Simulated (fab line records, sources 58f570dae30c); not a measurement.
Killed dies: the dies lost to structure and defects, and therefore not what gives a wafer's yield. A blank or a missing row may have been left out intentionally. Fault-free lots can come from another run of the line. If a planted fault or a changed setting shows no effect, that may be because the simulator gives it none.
fab line records	flow berkeley-cmos170
[record] lots = 5	wafers = 23
route steps=331 shown NSD@195 SDANNEAL@205 SILICIDE@211 CONTACT@217 M1@242 M2@284 V2@294
start-h: start of the lot's first displayed wafer, in hours after the record's first day	wait-h: hours since the lot's step before	" the same as in the row above	L1.1+2: several wafers, shown together as one row	- value missing, or start not given	* or withheld: withheld	< > ~ a bound
route shown NAME@n: NAME is a module with steps in the file, n the number in the route of the first one	usual: mean/standard deviation of fault-free wafers	same: alike in all rows	chamber/n: place in a boat	sites: the reading at each site	_std_site: the standard deviation of these	_edge_site: the outer-site mean with the inner-site mean subtracted	radius-mm: for every site, how far away it sits from the centre of the wafer	mask NAME#n: copy n	behind: the tool/chamber that last shaped the wafer	hold: what put the lot on hold/how long, in hours/how the hold closed	device: the transistor (n, p or np) that didn't switch	end of line: the tests these same wafers got at the end of their route	step lacking rows: just its recipe	killed: dies lost to structure and defects at the first sort, not the wafer's yield	map: the dies of a wafer, with x for killed, . for not killed, _ for no die there
set.NAME: the setting that was run; set.NAME@STEP: the one run at that earlier step	model.NAME: the simulator's own value behind a step, which no gauge read
lots where settings were altered on purpose, with a table for each step and a row for each wafer
[[steps]]
[step UCB170_NSD_IMPLANT_08]
[recipe] species = P	dose-cm2 = 3e+15	energy-kev = 40	tilt-deg = 7
lot.wafer	tool	chamber	start-h	wait-h	set.energy-kev	model.implant.rp-nm	model.implant.drp-nm
L075.1+3+5	implanter-03	0	171.74	0.0	40	49.25	21.16
L076.2+3+4	implanter-04	0	172.06	0.0	40	47.73	21.16
L076.5+6	"	0	"	"	39.01	46.57	20.71
L078.1+2+4+5+6	implanter-02	0	189.69	0.0	40	48.24	21.16
L080.1+2+3+4+5	implanter-03	0	206.48	0.0	40	48.37	21.16
L084.1+2+3	implanter-03	0	229.86	0.0	38.38	47.43	20.42
L084.5+6	"	0	"	"	40	49.39	21.16
[step UCB170_NSD_STRIP_09]
[recipe] chemistry = O2	power-w = 400	pressure-mtorr = 3500	platen-temp-c = withheld	o2-flow-sccm = 400	overash-fraction = 0.5
[usual] strip-time-to-endpoint-s = 35.80/0.085
lot.wafer	tool	chamber	start-h	wait-h	set.energy-kev@NSD_IMPLANT_08	strip-time-to-endpoint-s
L075.1	plasma-asher-04	0	171.89	0.1	40	35.74
L075.3	"	0	"	"	40	35.83
L075.5	"	0	"	"	40	35.75
L076.2	plasma-asher-02	1	172.19	0.1	40	35.78
L076.3	"	0	"	"	40	35.75
L076.4	"	1	"	"	40	35.80
L076.5	"	0	"	"	39.01	35.32
L076.6	"	1	"	"	39.01	35.45
L078.1	plasma-asher-04	1	189.84	0.1	40	35.68
L078.2	"	0	"	"	40	35.65
L078.4	"	1	"	"	40	35.64
L078.5	"	1	"	"	40	35.71
L078.6	"	0	"	"	40	35.71
L080.1	plasma-asher-04	1	206.63	0.1	40	35.83
L080.2	"	0	"	"	40	35.81
L080.3	"	0	"	"	40	35.95
L080.4	"	1	"	"	40	35.87
L080.5	"	0	"	"	40	35.88
L084.1	plasma-asher-04	0	230.01	0.1	38.38	35.08
L084.2	"	1	"	"	38.38	35.10
L084.3	"	0	"	"	38.38	35.12
L084.5	"	0	"	"	40	35.68
L084.6	"	1	"	"	40	35.69
[step UCB170_NSD_CLEAN_11]
[recipe] chemistry = SPM	temp-c = 120	time-s = 600
[step UCB170_SDANNEAL_RTA_01]
[recipe] temp-c = 1050	time-s = 5	ambient = N2
[step UCB170_SDANNEAL_RS_MEAS_03]
[recipe] thk-meas-gauge = four-point-probe
[usual] NSD_RS = 37.27/0.091
lot.wafer	tool	chamber	start-h	wait-h	set.energy-kev@NSD_IMPLANT_08	NSD_RS[ohm/sq]
L075.1	film-metro-02	-	173.66	0.1	40	37.27
L075.3	"	-	"	"	40	37.38
L075.5	"	-	"	"	40	37.41
L076.2	film-metro-04	-	174.02	0.1	40	37.28
L076.3	"	-	"	"	40	37.51
L076.4	"	-	"	"	40	37.36
L076.5	"	-	"	"	39.01	37.69
L076.6	"	-	"	"	39.01	37.68
L078.1	film-metro-04	-	191.16	0.1	40	37.28
L078.2	"	-	"	"	40	37.37
L078.4	"	-	"	"	40	37.35
L078.5	"	-	"	"	40	37.40
L078.6	"	-	"	"	40	37.31
L080.1	film-metro-01	-	208.27	0.1	40	37.22
L080.2	"	-	"	"	40	37.23
L080.3	"	-	"	"	40	37.18
L080.4	"	-	"	"	40	37.18
L080.5	"	-	"	"	40	37.16
L084.1	film-metro-02	-	231.33	0.1	38.38	37.86
L084.2	"	-	"	"	38.38	37.84
L084.3	"	-	"	"	38.38	37.86
L084.5	"	-	"	"	40	37.28
L084.6	"	-	"	"	40	37.37
[step UCB170_SILICIDE_SPUTTER_01]
[recipe] material = Ti	target-thk-nm = 30	time-s = 25	power-w = 1500	chamber-pressure-pa = 0.5
lot.wafer	tool	chamber	start-h	wait-h	set.time-s	model.Ti_of_SILICIDE_SPUTTER_01.thk-nm
L075.1	pvd-sputter-03	-	174.08	0.0	25	29.72
L075.3	"	-	"	"	25	29.93
L075.5	"	-	"	"	25	30.01
L076.2	pvd-sputter-03	-	174.43	0.0	25	29.79
L076.3	"	-	"	"	22.34	26.8
L076.4	"	-	"	"	25	30.06
L076.5	"	-	"	"	22.34	26.64
L076.6	"	-	"	"	22.34	26.72
L078.1	pvd-sputter-04	-	191.65	0.1	22.61	27.63
L078.2	"	-	"	"	25	30.17
L078.4	"	-	"	"	22.61	27.1
L078.5	"	-	"	"	25	29.98
L078.6	"	-	"	"	22.61	27.62
L080.1	pvd-sputter-04	-	208.70	0.0	25	30.03
L080.2	"	-	"	"	25	29.68
L080.3	"	-	"	"	25	29.97
L080.4	"	-	"	"	25	29.91
L080.5	"	-	"	"	25	29.67
L084.1	pvd-sputter-04	-	231.76	0.0	27.22	32.8
L084.2	"	-	"	"	27.22	32.96
L084.3	"	-	"	"	25	30.33
L084.5	"	-	"	"	25	30.02
L084.6	"	-	"	"	27.22	32.4
[step UCB170_SILICIDE_RS_MEAS_02]
[recipe] thk-meas-gauge = four-point-probe	reads = Ti_of_SILICIDE_SPUTTER_01
[usual] SILICIDE_TI_RS = 26.13/0.24
lot.wafer	tool	chamber	start-h	wait-h	set.time-s@SILICIDE_SPUTTER_01	SILICIDE_TI_RS[ohm/sq]
L075.1	film-metro-03	-	174.11	0.0	25	26.41
L075.3	"	-	"	"	25	26.13
L075.5	"	-	"	"	25	26.11
L076.2	film-metro-03	-	174.48	0.0	25	26.32
L076.3	"	-	"	"	22.34	29.86
L076.4	"	-	"	"	25	26.09
L076.5	"	-	"	"	22.34	30.04
L076.6	"	-	"	"	22.34	29.94
L078.1	film-metro-01	-	191.71	0.0	22.61	28.70
L078.2	"	-	"	"	25	25.92
L078.4	"	-	"	"	22.61	29.43
L078.5	"	-	"	"	25	26.15
L078.6	"	-	"	"	22.61	28.77
L080.1	film-metro-03	-	208.73	0.0	25	26.07
L080.2	"	-	"	"	25	26.40
L080.3	"	-	"	"	25	26.17
L080.4	"	-	"	"	25	26.24
L080.5	"	-	"	"	25	26.49
L084.1	film-metro-04	-	231.79	0.0	27.22	23.53
L084.2	"	-	"	"	27.22	23.41
L084.3	"	-	"	"	25	25.87
L084.5	"	-	"	"	25	26.08
L084.6	"	-	"	"	27.22	23.89
[step UCB170_SILICIDE_THK_MEAS_03]
[recipe] thk-meas-gauge = xrf	reads = Ti_of_SILICIDE_SPUTTER_01
[usual] SILICIDE_TI_THK = 29.96/0.23
lot.wafer	tool	chamber	start-h	wait-h	set.time-s@SILICIDE_SPUTTER_01	SILICIDE_TI_THK[nm]
L075.1	film-metro-03	-	174.23	0.1	25	29.66
L075.3	"	-	"	"	25	29.68
L075.5	"	-	"	"	25	29.97
L076.2	film-metro-03	-	174.59	0.1	25	29.78
L076.3	"	-	"	"	22.34	26.70
L076.4	"	-	"	"	25	30.15
L076.5	"	-	"	"	22.34	26.57
L076.6	"	-	"	"	22.34	26.69
L078.1	film-metro-01	-	191.83	0.1	22.61	27.64
L078.2	"	-	"	"	25	30.14
L078.4	"	-	"	"	22.61	27.16
L078.5	"	-	"	"	25	30.09
L078.6	"	-	"	"	22.61	27.57
L080.1	film-metro-03	-	208.85	0.1	25	30.11
L080.2	"	-	"	"	25	29.62
L080.3	"	-	"	"	25	29.83
L080.4	"	-	"	"	25	30.01
L080.5	"	-	"	"	25	29.76
L084.1	film-metro-04	-	231.91	0.1	27.22	32.56
L084.2	"	-	"	"	27.22	32.68
L084.3	"	-	"	"	25	30.09
L084.5	"	-	"	"	25	29.90
L084.6	"	-	"	"	27.22	32.30
[step UCB170_CONTACT_CVD_01]
[recipe] material = PSG	target-thk-nm = 700	temp-c = 450	precursor = SiH4/O2/PH3	time-s = 2820	pressure-mtorr = 300	sih4-flow-sccm = 60	o2-flow-sccm = 90	ph3-flow-sccm = 25
lot.wafer	tool	chamber	start-h	wait-h	set.sih4-flow-sccm	model.PSG_of_CONTACT_CVD_01.thk-nm
L075.1	lpcvd-02	0	174.88	0.0	60	697.7
L075.3	"	0	"	"	60	697.1
L075.5	"	0	"	"	60	702.4
L076.2	-	-	-	0.9	67.16	732.3
L076.3	"	-	"	"	67.16	732.5
L076.4+5	"	-	"	"	67.16	730.2
L076.6	"	-	"	"	67.16	734.6
L078.1	-	-	-	0.0	54.78	673.9
L078.2	"	-	"	"	54.78	679.7
L078.4	"	-	"	"	54.78	668.4
L078.5	"	-	"	"	54.78	672.4
L078.6	"	-	"	"	54.78	669.2
L080.1	-	-	-	1.5	53.15	685.4
L080.2+4	"	-	"	"	53.15	679.2
L080.3	"	-	"	"	53.15	676.8
L080.5	"	-	"	"	53.15	677.5
L084.1	-	-	-	1.8	51.52	662.4
L084.2	"	-	"	"	51.52	667.7
L084.3	"	-	"	"	51.52	666.8
L084.5	"	-	"	"	51.52	669.3
L084.6	"	-	"	"	51.52	669.7
[step UCB170_CONTACT_THK_MEAS_02]
[recipe] reads = PSG_of_CONTACT_CVD_01
[usual] CONTACT_PSG_THK = 699/4.8
lot.wafer	tool	chamber	start-h	wait-h	set.sih4-flow-sccm@CONTACT_CVD_01	CONTACT_PSG_THK[nm]
L075.1	film-metro-02	-	176.66	0.0	60	698
L075.3	"	-	"	"	60	697
L075.5	"	-	"	"	60	703
L076.2	film-metro-03	-	-	-	67.16	732
L076.3	"	-	"	"	67.16	732
L076.4	"	-	"	"	67.16	730
L076.5	"	-	"	"	67.16	730
L076.6	"	-	"	"	67.16	735
L078.1	film-metro-03	-	-	-	54.78	674
L078.2	"	-	"	"	54.78	680
L078.4	"	-	"	"	54.78	668
L078.5	"	-	"	"	54.78	672
L078.6	"	-	"	"	54.78	669
L080.1	film-metro-02	-	-	-	53.15	685
L080.2	"	-	"	"	53.15	679
L080.3	"	-	"	"	53.15	677
L080.4	"	-	"	"	53.15	679
L080.5	"	-	"	"	53.15	678
L084.1	film-metro-01	-	-	-	51.52	663
L084.2	"	-	"	"	51.52	667
L084.3	"	-	"	"	51.52	667
L084.5	"	-	"	"	51.52	670
L084.6	"	-	"	"	51.52	670
[step UCB170_M1_COAT_04]
[recipe] resist = KrF	spin-rpm = 1500	resist-thk-nm = 900
lot.wafer	tool	chamber	start-h	wait-h	set.spin-rpm	model.KrF_of_M1_COAT_04.thk-nm
L075.1	litho-track-04	0	-	-	1500	902.7
L075.3	"	0	"	"	1500	902.4
L075.5	"	0	"	"	1500	902.6
L076.2	litho-track-04	0	-	-	1448	913.7
L076.3	"	0	"	"	1448	914.4
L076.4	"	0	"	"	1500	896.8
L076.5	"	0	"	"	1500	898.7
L076.6	"	0	"	"	1500	900.1
L078.1	litho-track-02	0	-	-	1500	898.1
L078.2	"	0	"	"	1500	901
L078.4	"	0	"	"	1500	897.4
L078.5	"	0	"	"	1461	912.8
L078.6	"	0	"	"	1461	911.9
L080.1	litho-track-02	0	-	-	1609	871.5
L080.2	"	0	"	"	1500	901
L080.3	"	0	"	"	1500	901.5
L080.4	"	0	"	"	1609	869.5
L080.5	"	0	"	"	1500	902.5
L084.1	litho-track-04	0	-	-	1569	875.6
L084.2	"	0	"	"	1569	874.5
L084.3	"	0	"	"	1500	896.9
L084.5	"	0	"	"	1569	877.6
L084.6	"	0	"	"	1500	894.4
[step UCB170_M1_SOFTBAKE_05]
[recipe] resist = KrF	temp-c = 130	time-s = 60
[step UCB170_M1_EXPOSE_06]
[recipe] mask-id = METAL1	target-cd-nm = 700	na = 0.5	sigma-outer = 0.6	source-shape = conventional	dose-mj = 21
[step UCB170_M1_ETCH_11]
[recipe] chemistry = N2/H2	target-depth-a = withheld	overetch-a = withheld	target = BARC	time-s = withheld	source-w = 500	bias-w = 100	pressure-mtorr = 30	n2-flow-sccm = 100	h2-flow-sccm = 200
[step UCB170_M1_METAL_ETCH_12]
[recipe] chemistry = Cl2/BCl3	target = Al	stop-on = PSG	pressure-mtorr = 12	target-depth-a = 7800	over-etch-frac = 0.3	time-s = 130	icp-w = 600	bias-w = 120	Cl2_flow_sccm = 90	bcl3-flow-sccm = 45
lot.wafer	tool	chamber	start-h	wait-h	set.sih4-flow-sccm@CONTACT_CVD_01	model.PSG_of_CONTACT_CVD_01.thk-nm
L075.1	rie-metal-04	1	180.66	-	60	659
L075.3	"	1	"	"	60	658.2
L075.5	"	1	"	"	60	663.3
L076.2+5	rie-metal-04	1,0	182.06	-	67.16	693.6
L076.3	"	0	"	"	67.16	696
L076.4	"	1	"	"	67.16	691.6
L076.6	"	1	"	"	67.16	695.8
L078.1	rie-metal-01	0	197.98	-	54.78	636.6
L078.2	"	1	"	"	54.78	642.7
L078.4	"	0	"	"	54.78	630.9
L078.5	"	1	"	"	54.78	635.2
L078.6	"	0	"	"	54.78	631.9
L080.1	rie-metal-04	0	216.85	-	53.15	649.1
L080.2+4	"	1	"	"	53.15	640.5
L080.3	"	0	"	"	53.15	640.3
L080.5	"	1	"	"	53.15	638.9
L084.1	rie-metal-03	1	240.84	-	51.52	625.5
L084.2	"	0	"	"	51.52	632.2
L084.3	"	0	"	"	51.52	630.8
L084.5	"	0	"	"	51.52	633.6
L084.6	"	1	"	"	51.52	632.9
[step UCB170_M2_PEB_13]
[recipe] peb-temp-c = 130	peb-time-s = withheld	resist = KrF
lot.wafer	tool	chamber	start-h	wait-h	set.peb-temp-c
L075.1+3+5	litho-track-02	0	188.94	0.3	130
L076.2+4	litho-track-02	0	190.03	0.1	130
L076.3+5+6	"	0	"	"	131.1
L078.1+5+6	litho-track-02	0	204.89	0.1	130
L078.2+4	"	0	"	"	132.9
L080.1+2+4	litho-track-03	0	223.10	0.1	130
L080.3+5	"	0	"	"	132.6
L084.1+3+5	litho-track-03	0	247.19	0.1	127
L084.2+6	"	0	"	"	130
[step UCB170_M2_DEVELOP_14]
[recipe] developer = TMAH	develop-time-s = 45	resist = KrF	dev-temp-c = 21
[step UCB170_M2_CD_MEAS_15]
[recipe] target-cd-nm = 700
[usual] cd-nm = 699.9/1.4
lot.wafer	tool	chamber	start-h	wait-h	set.peb-temp-c@M2_PEB_13	cd-nm
L075.1	cd-sem-02	-	189.29	-	130	700.3
L075.3	"	-	"	"	130	701.8
L075.5	"	-	"	"	130	702.2
L076.2	cd-sem-02	-	190.30	-	130	699.2
L076.3	"	-	"	"	131.1	693.3
L076.4	"	-	"	"	130	700.1
L076.5	"	-	"	"	131.1	691.7
L076.6	"	-	"	"	131.1	692.4
L078.1	cd-sem-01	-	205.16	-	130	701.1
L078.2	"	-	"	"	132.9	682.9
L078.4	"	-	"	"	132.9	683.6
L078.5	"	-	"	"	130	698.5
L078.6	"	-	"	"	130	700.4
L080.1	cd-sem-01	-	223.37	-	130	701.2
L080.2	"	-	"	"	130	700.1
L080.3	"	-	"	"	132.6	684.3
L080.4	"	-	"	"	130	700.7
L080.5	"	-	"	"	132.6	684.4
L084.1	cd-sem-01	-	247.47	-	127	720.5
L084.2	"	-	"	"	130	700.7
L084.3	"	-	"	"	127	723.0
L084.5	"	-	"	"	127	722.2
L084.6	"	-	"	"	130	700.5
[step UCB170_M2_ETCH_17]
[recipe] chemistry = N2/H2	target-depth-a = withheld	overetch-a = withheld	target = BARC	time-s = withheld	source-w = 500	bias-w = 100	pressure-mtorr = 30	n2-flow-sccm = 100	h2-flow-sccm = 200
lot.wafer	tool	chamber	start-h	wait-h	set.peb-temp-c@M2_PEB_13	model.M2.cd-nm
L075.1	rie-diel-03	3	189.45	0.0	130	699.9
L075.3	"	2	"	"	130	702.3
L075.5	"	0	"	"	130	701.8
L076.2	rie-diel-03	1	190.44	0.0	130	700.3
L076.3	"	0	"	"	131.1	692.1
L076.4	"	3	"	"	130	699.3
L076.5	"	3	"	"	131.1	691
L076.6	"	2	"	"	131.1	693
L078.1	rie-diel-02	2	205.32	0.0	130	701.6
L078.2	"	1	"	"	132.9	682.2
L078.4	"	0	"	"	132.9	683
L078.5	"	2	"	"	130	699
L078.6	"	1	"	"	130	699.6
L080.1	rie-diel-02	0	223.53	0.0	130	701.4
L080.2	"	3	"	"	130	699.3
L080.3	"	2	"	"	132.6	684.9
L080.4	"	0	"	"	130	700.2
L080.5	"	3	"	"	132.6	684
L084.1	rie-diel-02	0	247.62	0.0	127	721.8
L084.2	"	2	"	"	130	701.1
L084.3	"	1	"	"	127	723.1
L084.5	"	3	"	"	127	721.7
L084.6	"	2	"	"	130	701.3
[step UCB170_M2_METAL_ETCH_18]
[recipe] chemistry = Cl2/BCl3	target = Al	stop-on = SiO2	pressure-mtorr = 12	target-depth-a = 11700	over-etch-frac = 0.3	time-s = 195	icp-w = 600	bias-w = 120	Cl2_flow_sccm = 90	bcl3-flow-sccm = 45
lot.wafer	tool	chamber	start-h	wait-h	set.peb-temp-c@M2_PEB_13	model.M2.cd-nm
L075.1	rie-metal-01	0	189.49	-	130	699.4
L075.3	"	0	"	"	130	704.9
L075.5	"	0	"	"	130	701.7
L076.2+4	rie-metal-01	0,1	190.48	-	130	700
L076.3	"	0	"	"	131.1	693.1
L076.5	"	1	"	"	131.1	693.8
L076.6	"	0	"	"	131.1	694.9
L078.1	rie-metal-03	0	205.36	-	130	704.8
L078.2	"	1	"	"	132.9	686.7
L078.4	"	1	"	"	132.9	687
L078.5	"	1	"	"	130	702.5
L078.6	"	0	"	"	130	703.8
L080.1	rie-metal-03	0	223.57	-	130	707.8
L080.2	"	1	"	"	130	701.6
L080.3	"	0	"	"	132.6	692
L080.4	"	1	"	"	130	703.9
L080.5	"	0	"	"	132.6	689
L084.1	rie-metal-01	0	247.66	-	127	723.4
L084.2	"	1	"	"	130	701.4
L084.3	"	1	"	"	127	726.8
L084.5	"	0	"	"	127	723.8
L084.6	"	1	"	"	130	703.8
[step UCB170_M2_STRIP_19]
[recipe] chemistry = O2	power-w = 400	pressure-mtorr = 3500	platen-temp-c = withheld	o2-flow-sccm = 400	overash-fraction = 0.5
[step UCB170_M2_CD_MEAS_90]
[recipe] target-cd-nm = 700
[usual] cd-nm = 702.6/2.1
lot.wafer	tool	chamber	start-h	wait-h	set.peb-temp-c@M2_PEB_13	cd-nm
L075.1	cd-sem-02	-	189.78	0.1	130	699.1
L075.3	"	-	"	"	130	705.1
L075.5	"	-	"	"	130	701.7
L076.2	cd-sem-01	-	190.79	0.1	130	700.0
L076.3	"	-	"	"	131.1	693.3
L076.4	"	-	"	"	130	700.0
L076.5	"	-	"	"	131.1	693.8
L076.6	"	-	"	"	131.1	694.9
L078.1	cd-sem-01	-	205.65	0.1	130	704.8
L078.2	"	-	"	"	132.9	686.3
L078.4	"	-	"	"	132.9	687.1
L078.5	"	-	"	"	130	702.2
L078.6	"	-	"	"	130	703.8
L080.1	cd-sem-01	-	223.86	0.1	130	707.8
L080.2	"	-	"	"	130	701.8
L080.3	"	-	"	"	132.6	692.0
L080.4	"	-	"	"	130	703.2
L080.5	"	-	"	"	132.6	688.9
L084.1	cd-sem-02	-	247.95	0.1	127	723.2
L084.2	"	-	"	"	130	701.6
L084.3	"	-	"	"	127	726.8
L084.5	"	-	"	"	127	723.8
L084.6	"	-	"	"	130	703.8
[step UCB170_V2_CMP_02]
[recipe] material = SiO2	down-force-psi = 6	platen-rpm = 60	pad-velocity-m-s = 0.75398
lot.wafer	tool	chamber	start-h	wait-h	set.leave-above-ref-nm	model.SiO2_of_V2_CVD_00.thk-nm
L075.3+1	cmp-02	0,2	190.16	0.1	1000	998.2
L075.5	"	3	"	"	1000	996.7
L076.2+5	cmp-01	0	191.11	0.0	1000	1000
L076.4	"	1	"	"	1039	1040
L076.3+6	"	2,1	"	"	1039	1039
L078.2	cmp-01	3	205.99	0.0	934.1	934.9
L078.4	"	0	"	"	934.1	933.3
L078.1	"	2	"	"	1000	998.6
L078.6	"	3	"	"	1000	1001
L078.5	"	0	"	"	934.1	933.1
L080.3	cmp-02	1	224.20	0.0	1000	1001
L080.1	"	2	"	"	957.5	957.1
L080.2	"	3	"	"	1000	998.1
L080.4	"	0	"	"	1000	1000
L080.5	"	2	"	"	957.5	957.5
L084.3+6	cmp-01	0,1	248.29	0.0	1000	1001
L084.1	"	2	"	"	953.4	953.2
L084.2	"	3	"	"	953.4	952.7
L084.5	"	0	"	"	1000	999.9
[step UCB170_V2_THK_MEAS_04]
[recipe] reads = SiO2_of_V2_CVD_00
[usual] V2_POLISHED_THK = 999.9/1.2
lot.wafer	tool	chamber	start-h	wait-h	set.leave-above-ref-nm@V2_CMP_02	V2_POLISHED_THK[nm]
L075.1	film-metro-03	-	190.53	0.1	1000	998.1
L075.3	"	-	"	"	1000	998.7
L075.5	"	-	"	"	1000	996.2
L076.2	film-metro-03	-	191.54	0.1	1000	999.9
L076.3	"	-	"	"	1039	1039.0
L076.4	"	-	"	"	1039	1040.7
L076.5	"	-	"	"	1000	1000.7
L076.6	"	-	"	"	1039	1039.5
L078.1	film-metro-01	-	206.41	0.1	1000	999.4
L078.2	"	-	"	"	934.1	934.9
L078.4	"	-	"	"	934.1	933.2
L078.5	"	-	"	"	934.1	932.9
L078.6	"	-	"	"	1000	1001.5
L080.1	film-metro-01	-	224.62	0.1	957.5	956.9
L080.2	"	-	"	"	1000	997.8
L080.3	"	-	"	"	1000	1000.7
L080.4	"	-	"	"	1000	1000.3
L080.5	"	-	"	"	957.5	957.1
L084.1	film-metro-03	-	248.71	0.1	953.4	953.3
L084.2	"	-	"	"	953.4	953.0
L084.3	"	-	"	"	1000	999.8
L084.5	"	-	"	"	1000	1000.1
L084.6	"	-	"	"	1000	1001.0
[[key]]
[split] step = UCB170_NSD_IMPLANT_08	setting = energy-kev	stated = 40	by = wafer
[response] step = UCB170_NSD_IMPLANT_08	reading = model.implant.rp-nm	change = +0.48	per = 1%	r = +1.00
[response] step = UCB170_NSD_IMPLANT_08	reading = model.implant.drp-nm	change = +0.18	per = 1%	r = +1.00
[response] step = UCB170_NSD_STRIP_09	reading = strip-time-to-endpoint-s	change = *	per = 1%	r = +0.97
[response] step = UCB170_SDANNEAL_RS_MEAS_03	reading = NSD_RS	change = -0.127	per = 1%	r = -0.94
[split] step = UCB170_SILICIDE_SPUTTER_01	setting = time-s	stated = 25	by = wafer
[response] step = UCB170_SILICIDE_SPUTTER_01	reading = model.Ti_of_SILICIDE_SPUTTER_01.thk-nm	change = +0.289	per = 1%	r = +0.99
[response] step = UCB170_SILICIDE_RS_MEAS_02	reading = SILICIDE_TI_RS	change = -0.313	per = 1%	r = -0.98
[response] step = UCB170_SILICIDE_THK_MEAS_03	reading = SILICIDE_TI_THK	change = +0.293	per = 1%	r = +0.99
[split] step = UCB170_CONTACT_CVD_01	setting = sih4-flow-sccm	stated = 60	by = lot
[response] step = UCB170_CONTACT_CVD_01	reading = model.PSG_of_CONTACT_CVD_01.thk-nm	change = +2.45	per = 1%	r = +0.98
[response] step = UCB170_CONTACT_THK_MEAS_02	reading = CONTACT_PSG_THK	change = +2.44	per = 1%	r = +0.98
[response] step = UCB170_M1_METAL_ETCH_12	reading = model.PSG_of_CONTACT_CVD_01.thk-nm	change = +2.4	per = 1%	r = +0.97
[split] step = UCB170_M1_COAT_04	setting = spin-rpm	stated = 1500	by = wafer
[response] step = UCB170_M1_COAT_04	reading = model.KrF_of_M1_COAT_04.thk-nm	change = -4.39	per = 1%	r = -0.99
[split] step = UCB170_M2_PEB_13	setting = peb-temp-c	stated = 130	by = wafer
[response] step = UCB170_M2_CD_MEAS_15	reading = cd-nm	change = -8.34	per = 1%	r = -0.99
[response] step = UCB170_M2_ETCH_17	reading = model.M2.cd-nm	change = -8.37	per = 1%	r = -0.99
[response] step = UCB170_M2_METAL_ETCH_18	reading = model.M2.cd-nm	change = -8.09	per = 1%	r = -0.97
[response] step = UCB170_M2_CD_MEAS_90	reading = cd-nm	change = -8.05	per = 1%	r = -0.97
[split] step = UCB170_V2_CMP_02	setting = leave-above-ref-nm	stated = 1000	by = wafer
[response] step = UCB170_V2_CMP_02	reading = model.SiO2_of_V2_CVD_00.thk-nm	change = +10.1	per = 1%	r = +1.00
[response] step = UCB170_V2_THK_MEAS_04	reading = V2_POLISHED_THK	change = +10.1	per = 1%	r = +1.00
